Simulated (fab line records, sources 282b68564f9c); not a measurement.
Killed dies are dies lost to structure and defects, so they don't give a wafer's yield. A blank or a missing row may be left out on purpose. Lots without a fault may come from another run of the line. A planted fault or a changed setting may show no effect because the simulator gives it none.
Problem report in the 8D (eight disciplines) form, filled by code | flow rit_cmos | the parts of the form that need people (team, actions taken, sign-off) are left out

1. THE PROBLEM
NSD_TW at RIT_NSD_TW_MEAS_10 reads a mean of 2890 on 6 wafers of 2 lots; wafers without a fault read 3117 with a standard deviation of 15. That is -15 standard deviations from the usual mean.
First seen on wafer L230.1, day 6 11:26, on film_metro-02. The record holds 42 wafers of 14 lots with a number at this step. Rule for "out", or "out of limits": more than 4 standard deviations from the usual mean. The other wafers with a number count as sound.

2. WHAT IT IS AND WHAT IT IS NOT
question                    | is                           | is not
which readings at this step | NSD_TW                       | -
which lots                  | L230, L231                   | L214, L216, L217, L218, L219, L220, L221, L224, L225, L233, L236, L237
which wafers of those lots  | all that have a number       | -
read on which gauges        | film_metro-01, film_metro-02 | film_metro-04
when                        | from day 6 11:26             | up to then (27 sound wafers); but 9 sound wafers of L233, L236, L237 came after

3. SUSPECTS, AND WHAT RULES EACH OUT
Counting: a tool at a process step up to the reading stays a suspect if it ran every lot that is out and no sound lot after the first of them.
- the gauge at RIT_NSD_TW_MEAS_10: ruled out. The wafers that are out were read on 2 gauges (film_metro-01, film_metro-02).
- implanter-03 at RIT_NSD_IMPLANT_08: kept. It ran every lot that is out, first L230 (day 6 11:07), and no sound lot after that; its last sound lot up to then is L224 (day 5 06:17). Its own readings are out on those wafers: dose_ions_cm2, faraday_current_uA.
Left after counting: implanter-03 at RIT_NSD_IMPLANT_08.

4. THE CAUSE (what the simulator had put in)
Process parameter drift: implanter-03, from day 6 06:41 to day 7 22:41, at RIT_NSD_IMPLANT_08. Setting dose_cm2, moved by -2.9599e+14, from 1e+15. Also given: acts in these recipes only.
Counting left only this tool.

5. THE CHAIN OF EFFECTS, in route order
Each row: a reading whose mean over the struck wafers that have a number lies more than 3 standard deviations from the usual. Only readings for which the record gives a usual standard deviation are gone through. hours: the time from each lot's start at the first step in this table that gives one to its start at this step, as a median over the lots. sigmas: the change in usual standard deviations.
hours | step                    | reading            | usual       | on struck wafers | change     | sigmas
0     | RIT_NSD_IMPLANT_08      | dose_ions_cm2      | 9.997e+14   | 7.037e+14        | -2.960e+14 | -99 or more
0     | RIT_NSD_IMPLANT_08      | faraday_current_uA | 3127        | 2210             | -917       | -15
0     | RIT_NSD_TW_MEAS_10      | NSD_TW             | 3117        | 2890             | -227       | -15
2     | RIT_SDANNEAL_RS_MEAS_05 | NSD_RS             | 84.4 ohm/sq | 111.4            | +27.0      | +82
The process steps in it:
- RIT_NSD_IMPLANT_08

6. WHAT WOULD HAVE CAUGHT IT SOONER
In this record the first reading out of limits at a measuring or inspecting step was taken at day 6 11:26, 5 hours after the fault began at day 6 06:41.
The tool's own readings at RIT_NSD_IMPLANT_08 were out on every struck wafer that the step has a row for (dose_ions_cm2, faraday_current_uA): an alarm limit on them would have fired on the first of those.
Of the lots that are out (2), L231 began RIT_NSD_IMPLANT_08 on implanter-03 after day 6 11:26. A hold on the tool at that time would have spared it.
